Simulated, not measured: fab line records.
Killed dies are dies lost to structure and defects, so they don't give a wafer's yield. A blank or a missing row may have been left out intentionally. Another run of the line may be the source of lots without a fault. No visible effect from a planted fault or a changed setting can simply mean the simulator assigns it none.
Code-filled problem report in 8D (eight disciplines) form + flow rit_cmos + the parts of the form that need people (team, actions taken, sign-off) are left out

1. THE PROBLEM
Wafers free of any fault read -0.1 nm (standard deviation 1.5) for NRETRO_OVL at RIT_NRETRO_OVL_MEAS_06, against a mean of 419.5 nm on 9 wafers of 3 lots. So: +99 or more standard deviations from the usual mean.
Earliest sighting: wafer L219.1 on overlay-02 at day 3 19:52. At this step, 45 wafers from 15 lots have a number in the record. Rule for "out", or "out of limits": more than 4 standard deviations from the usual mean. The rest of the wafers with a number are treated as sound.

2. WHAT IT IS, WHAT IT ISN'T
| question                    | is                     | is not                                                                                                         |
|-----------------------------|------------------------|----------------------------------------------------------------------------------------------------------------|
| which readings at this step | NRETRO_OVL             | -                                                                                                              |
| which lots                  | L219, L221, L222       | L212, L213, L215, L216, L225, L226, L227, L229, L230, L233, L234, L235                                         |
| which wafers of those lots  | all that have a number | -                                                                                                              |
| read on which gauges        | overlay-01, overlay-02 | -                                                                                                              |
| when                        | from day 3 19:52       | up to then (12 sound wafers); but 24 sound wafers of L225, L226, L227, L229, L230, L233, L234, L235 came after |

3. SUSPECTS, AND WHAT RULES EACH OUT
Counting: a tool stays on the suspect list if, at a process step up to the reading, it processed all lots that are out and no sound lot following the first of them.
- the gauge at RIT_NRETRO_OVL_MEAS_06 has been ruled out. 2 gauges (overlay-01, overlay-02) read the wafers that are out.
- iline_stepper-01 at RIT_NRETRO_EXPOSE_03 (exposes mask M4, target cd 43900 nm): kept. All lots that are out passed through it, beginning with L219 at day 3 19:26, and no sound lot followed; its final sound lot before that point was L216 at day 3 02:40.
After counting, what remains is iline_stepper-01 at RIT_NRETRO_EXPOSE_03.

4. THE CAUSE (what the simulator had put in)
Scanner matching overlay: iline_stepper-01, from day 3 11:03 on, at RIT_NRETRO_EXPOSE_03. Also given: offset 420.
This tool alone remained once counting was done.

5. SEQUENCE OF EFFECTS, ordered by route
Rows list readings where the struck wafers' mean (over those with a number) sits beyond 3 standard deviations from the usual. Readings are gone through only where the record gives a usual standard deviation; hours: the median, over the lots, of the time from a lot's start at the first step in this table giving one to that lot's start at this step; sigmas: the change measured in usual standard deviations.
| hours | step                   | reading    | usual   | on struck wafers | change | sigmas      |
|-------|------------------------|------------|---------|------------------|--------|-------------|
| 0     | RIT_NRETRO_OVL_MEAS_06 | NRETRO_OVL | -0.1 nm | 419.5            | +419.6 | +99 or more |

6. HOW IT WOULD HAVE BEEN CAUGHT EARLIER
In this record the first reading out of limits at a measuring or inspecting step was taken at day 3 19:52, 9 hours after the fault began at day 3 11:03.
No tool reading at RIT_NRETRO_EXPOSE_03 that has a usual standard deviation in the record was out on any struck wafer, so an alarm limit of 4 standard deviations on those readings would not have fired.
Of the lots that are out (3), L221, L222 began RIT_NRETRO_EXPOSE_03 on iline_stepper-01 after day 3 19:52. A hold on the tool at that time would have spared those 2.
